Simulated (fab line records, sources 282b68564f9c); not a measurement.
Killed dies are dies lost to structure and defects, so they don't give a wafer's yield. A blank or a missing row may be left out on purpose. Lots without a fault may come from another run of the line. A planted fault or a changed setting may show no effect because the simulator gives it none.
Problem report in the 8D (eight disciplines) form, filled by code | flow rit_cmos | the parts of the form that need people (team, actions taken, sign-off) are left out

1. THE PROBLEM
NRETRO_TW at RIT_NRETRO_TW_MEAS_10 reads a mean of 923 on 6 wafers of 2 lots; wafers without a fault read 1066 with a standard deviation of 8.6. That is -17 standard deviations from the usual mean.
First seen on wafer L227.2, day 3 12:51, on film_metro-02. The record holds 42 wafers of 14 lots with a number at this step. Rule for "out", or "out of limits": more than 4 standard deviations from the usual mean. The other wafers with a number count as sound.

2. WHAT IT IS AND WHAT IT IS NOT
question                    | is                           | is not
which readings at this step | NRETRO_TW                    | -
which lots                  | L227, L228                   | L221, L222, L223, L224, L225, L226, L238, L239, L241, L242, L243, L244
which wafers of those lots  | all that have a number       | -
read on which gauges        | film_metro-02, film_metro-04 | film_metro-03
when                        | from day 3 12:51             | up to then (18 sound wafers); but 18 sound wafers of L238, L239, L241, L242, L243, L244 came after

3. SUSPECTS, AND WHAT RULES EACH OUT
Counting: a tool at a process step up to the reading stays a suspect if it ran every lot that is out and no sound lot after the first of them.
- the gauge at RIT_NRETRO_TW_MEAS_10: ruled out. The wafers that are out were read on 2 gauges (film_metro-02, film_metro-04).
- implanter-03 at RIT_NRETRO_IMPLANT_08: kept. It ran every lot that is out, first L227 (day 3 12:32), and no sound lot after that; its last sound lot up to then is L225 (day 3 02:21). Its own readings are out on those wafers: dose_ions_cm2, faraday_current_uA.
Left after counting: implanter-03 at RIT_NRETRO_IMPLANT_08.

4. THE CAUSE (what the simulator had put in)
Process parameter drift: implanter-03, from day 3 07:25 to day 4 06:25, at RIT_NRETRO_IMPLANT_08. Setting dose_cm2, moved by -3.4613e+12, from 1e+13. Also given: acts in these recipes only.
Counting left only this tool.

5. THE CHAIN OF EFFECTS, in route order
Each row: a reading whose mean over the struck wafers that have a number lies more than 3 standard deviations from the usual. Only readings for which the record gives a usual standard deviation are gone through. hours: the time from each lot's start at the first step in this table that gives one to its start at this step, as a median over the lots. sigmas: the change in usual standard deviations.
hours | step                  | reading            | usual      | on struck wafers | change      | sigmas
0     | RIT_NRETRO_IMPLANT_08 | dose_ions_cm2      | 1.0001e+13 | 6.5280e+12       | -3.4730e+12 | -99 or more
0     | RIT_NRETRO_IMPLANT_08 | faraday_current_uA | 31.8       | 20.9             | -10.9       | -17
0     | RIT_NRETRO_TW_MEAS_10 | NRETRO_TW          | 1066       | 923              | -143        | -17
The process steps in it:
- RIT_NRETRO_IMPLANT_08

6. WHAT WOULD HAVE CAUGHT IT SOONER
In this record the first reading out of limits at a measuring or inspecting step was taken at day 3 12:51, 5 hours after the fault began at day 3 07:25.
The tool's own readings at RIT_NRETRO_IMPLANT_08 were out on every struck wafer that the step has a row for (dose_ions_cm2, faraday_current_uA): an alarm limit on them would have fired on the first of those.
Of the lots that are out (2), L228 began RIT_NRETRO_IMPLANT_08 on implanter-03 after day 3 12:51. A hold on the tool at that time would have spared it.
